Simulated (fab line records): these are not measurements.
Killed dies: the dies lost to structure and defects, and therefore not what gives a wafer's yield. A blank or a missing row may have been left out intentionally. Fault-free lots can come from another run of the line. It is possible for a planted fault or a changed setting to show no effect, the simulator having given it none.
fab line records	flow rit-cmos
record: lots: 13	wafers: 39	last-day: 7
route steps=202 shown ACTIVE@4 M1@202
lots that met no fault: from a run of the same line without faults
start-h: hours from the record's first day to the start of the lot's first wafer shown	wait-h: hours from the lot's prior step to this one	" same as the row above	L1.1+2: several wafers, shown together as one row	- either no value or no given start	* or withheld: withheld	< > ~ a bound
route shown NAME@n: names a module that has steps shown in the file, with the first one's number in the route	usual: mean/standard deviation taken from wafers without a fault	same: alike in all rows	chamber/n: place in a boat	sites: per-site readings	_std_site: standard deviation across them	_edge_site: inner sites' mean taken away from outer sites' mean	radius-mm: for every site, how far away it sits from the centre of the wafer	mask NAME#n: copy n	behind: the tool/chamber that last shaped the wafer	hold: why the lot was held/for how many hours/how that ended	device: transistor that didn't switch, given as n, p or np	end of line: tests run on the same wafers once the route is complete	step lacking rows: just its recipe	killed: count of dies lost to structure and defects at first sort (not the wafer's yield)	map: dies across one wafer; x = killed, . = not, _ = none there
set.NAME: the setting as run; set.NAME@STEP: as run at that earlier step	model.NAME: the simulator's own value behind a step, which no gauge read
the route's steps for a sample of lots (tables are steps, rows are wafers)
services: from which hour (start-h, from the record's first day; less than 0 if before it) a tool's chamber was out of use, for how many hours, and why
== steps ==
step: RIT_ACTIVE_CVD_03
recipe: material: Si3N4	target-thk-nm: 150	temp-c: 810	precursor: SiH2Cl2/NH3	time-s: 1500	pressure-mtorr: 300	sih2cl2-flow-sccm: 60	nh3-flow-sccm: 150
usual: sih2cl2-flow-sccm: 59.96/0.17
lot.wafer	tool	chamber	start-h	wait-h	sih2cl2-flow-sccm
L379.1	lpcvd-02	0	24.78	0.1	59.73
L379.4	"	0	"	"	59.97
L379.5	"	0	"	"	59.88
L380.2	lpcvd-02	1	29.78	2.0	59.80
L380.5	"	1	"	"	59.80
L380.6	"	1	"	"	60.14
L381.1	lpcvd-01	0	33.39	1.3	60.01
L381.2	"	0	"	"	60.31
L381.6	"	0	"	"	59.75
L382.2	lpcvd-01	0	39.97	1.9	59.85
L382.3	"	0	"	"	59.71
L382.6	"	0	"	"	59.79
L383.2	lpcvd-02	0	42.11	0.0	60.24
L383.4	"	0	"	"	60.20
L383.5	"	0	"	"	59.87
L384.3	lpcvd-01	1	47.27	0.0	59.84
L384.4	"	1	"	"	59.93
L384.5	"	1	"	"	60.00
L386.1	lpcvd-02	0	57.28	0.2	59.67
L386.5	"	0	"	"	59.73
L386.6	"	0	"	"	59.86
L387.1	lpcvd-02	1	62.11	0.1	60.01
L387.2	"	1	"	"	60.23
L387.6	"	1	"	"	59.95
L389.3	lpcvd-02	0	72.12	0.0	60.11
L389.4	"	0	"	"	60.31
L389.5	"	0	"	"	60.25
L390.4	lpcvd-02	1	78.83	1.6	59.87
L390.5	"	1	"	"	59.94
L390.6	"	1	"	"	59.80
L395.1	lpcvd-01	0	102.54	0.1	59.75
L395.4	"	0	"	"	59.96
L395.6	"	0	"	"	59.98
L396.1	lpcvd-02	1	107.94	0.5	60.09
L396.5	"	1	"	"	59.91
L396.6	"	1	"	"	59.97
L397.1	lpcvd-01	1	114.85	0.2	59.83
L397.3	"	1	"	"	60.21
L397.4	"	1	"	"	60.07
step: RIT_ACTIVE_THK_MEAS_04
recipe: reads: Si3N4_of_ACTIVE_CVD_03
usual: ACTIVE_NITRIDE_THK: 149.9/1.5
lot.wafer	tool	chamber	start-h	wait-h	ACTIVE_NITRIDE_THK[nm]
L379.1	film-metro-04	-	26.90	0.0	152.6
L379.4	"	-	"	"	152.2
L379.5	"	-	"	"	152.3
L380.2	film-metro-04	-	31.20	0.0	151.9
L380.5	"	-	"	"	151.4
L380.6	"	-	"	"	150.6
L381.1	film-metro-01	-	34.80	0.0	149.8
L381.2	"	-	"	"	150.4
L381.6	"	-	"	"	148.9
L382.2	film-metro-03	-	41.40	0.0	148.2
L382.3	"	-	"	"	148.2
L382.6	"	-	"	"	148.6
L383.2	film-metro-03	-	43.54	0.0	149.8
L383.4	"	-	"	"	148.5
L383.5	"	-	"	"	149.3
L384.3	film-metro-01	-	48.70	0.0	147.9
L384.4	"	-	"	"	147.4
L384.5	"	-	"	"	147.7
L386.1	film-metro-01	-	58.70	0.0	151.6
L386.5	"	-	"	"	151.2
L386.6	"	-	"	"	151.3
L387.1	film-metro-03	-	63.53	0.0	150.1
L387.2	"	-	"	"	151.0
L387.6	"	-	"	"	151.0
L389.3	film-metro-04	-	73.56	0.0	150.7
L389.4	"	-	"	"	150.1
L389.5	"	-	"	"	149.9
L390.4	film-metro-03	-	80.27	0.0	150.7
L390.5	"	-	"	"	150.4
L390.6	"	-	"	"	150.0
L395.1	film-metro-03	-	103.96	0.0	152.0
L395.4	"	-	"	"	151.0
L395.6	"	-	"	"	151.8
L396.1	film-metro-03	-	109.36	0.0	136.6
L396.5	"	-	"	"	138.1
L396.6	"	-	"	"	137.0
L397.1	film-metro-03	-	116.26	0.0	148.7
L397.3	"	-	"	"	149.3
L397.4	"	-	"	"	148.9
step: RIT_M1_PROBE_99
usual: killed-at-contacts: 0.0/0.2	killed-at-front-end: 7/3	killed-dies: 7/3	killed-open: 3.4/1.8	killed-short: 3.8/2.1
same: gross-dies: 264	killed_at_M0_to_M3: 0	killed_at_M4_up: 0	killed-at-back-side: 0	killed-at-other: 0
lot.wafer	tool	chamber	start-h	wait-h	killed-at-contacts	killed-at-front-end	killed-dies	killed-open	killed-short
L382.2	prober-02	-	92.18	0.1	0	5	5	3	2
L382.3	prober-02	-	92.23	0.2	0	7	7	4	3
L382.6	prober-02	-	92.38	0.2	0	2	2	2	0
L384.3	prober-01	-	95.33	0.2	0	5	5	1	4
L384.4	prober-01	-	95.38	0.2	0	5	5	0	5
L384.5	prober-01	-	95.43	0.2	0	4	4	2	2
L387.1	prober-02	-	108.77	0.1	0	8	8	2	6
L387.2	prober-02	-	108.82	0.1	0	7	7	2	5
L387.6	prober-02	-	109.02	0.2	0	8	8	5	3
killed by level:class
L382.2 GATE:geometric-particle:short=2 FOX1:geometric-particle:open=1 GATE:geometric-particle:open=1 SPACER:geometric-particle:open=1
L382.3 SPACER:geometric-particle:short=2 SPACER:geometric-particle:open=2 FOX1:geometric-particle:open=1 FOX2:geometric-particle:open=1 REOX:geometric-particle:short=1
L382.6 FOX1:geometric-particle:open=1 SILICIDE:geometric-particle:open=1
L384.3 FOX1:geometric-particle:short=2 FOX2:geometric-particle:short=1 SPACER:geometric-particle:open=1 SILICIDE:geometric-particle:short=1
L384.4 GATE:geometric-particle:short=3 FOX2:geometric-particle:short=1 SPACER:geometric-particle:short=1
L384.5 GATE:geometric-particle:open=2 FOX1:geometric-particle:short=1 SPACER:geometric-particle:short=1
L387.1 GATE:geometric-particle:short=3 FOX1:geometric-particle:open=2 FOX1:geometric-particle:short=2 SILICIDE:geometric-particle:short=1
L387.2 GATE:geometric-particle:short=3 GATE:geometric-particle:open=2 FOX1:geometric-particle:short=1 SILICIDE:geometric-particle:short=1
L387.6 GATE:geometric-particle:short=3 REOX:geometric-particle:open=3 FOX1:geometric-particle:open=1 GATE:geometric-particle:open=1
== services ==
tool	chamber	start-h	hours	kind
lpcvd-02	-	15.10	6.0	pm
lpcvd-02	-	36.00	6.1	pm
lpcvd-02	-	54.66	2.6	repair
== key ==
first-sign: step: RIT_ACTIVE_THK_MEAS_04	reading: ACTIVE_NITRIDE_THK	direction: down	sigmas: 8.5	usual: 149.9	struck: 137.3
effect none on later readings
met-at RIT_ACTIVE_CVD_03
struck-lots L396
struck-wafers L396.1,L396.5,L396.6
tester-left-out L396
onset-between 78.83 107.94
fault: kind: process-parameter-drift	tool: lpcvd-02	chamber: 1	onset-h: 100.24	steps: RIT_ACTIVE_CVD_03	channel: target-thk-nm	offset: -13.874	shape: step	end-h: 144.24	acts-in: these-recipes-only	stated: 150
tester-left-out: of these lots the tester's yield and bins aren't shown, on N5 and GAA mostly nor the transistor test; their killed dies are dies lost to structure and defects alone, not to doping, threshold or leakage, so they don't give the yield
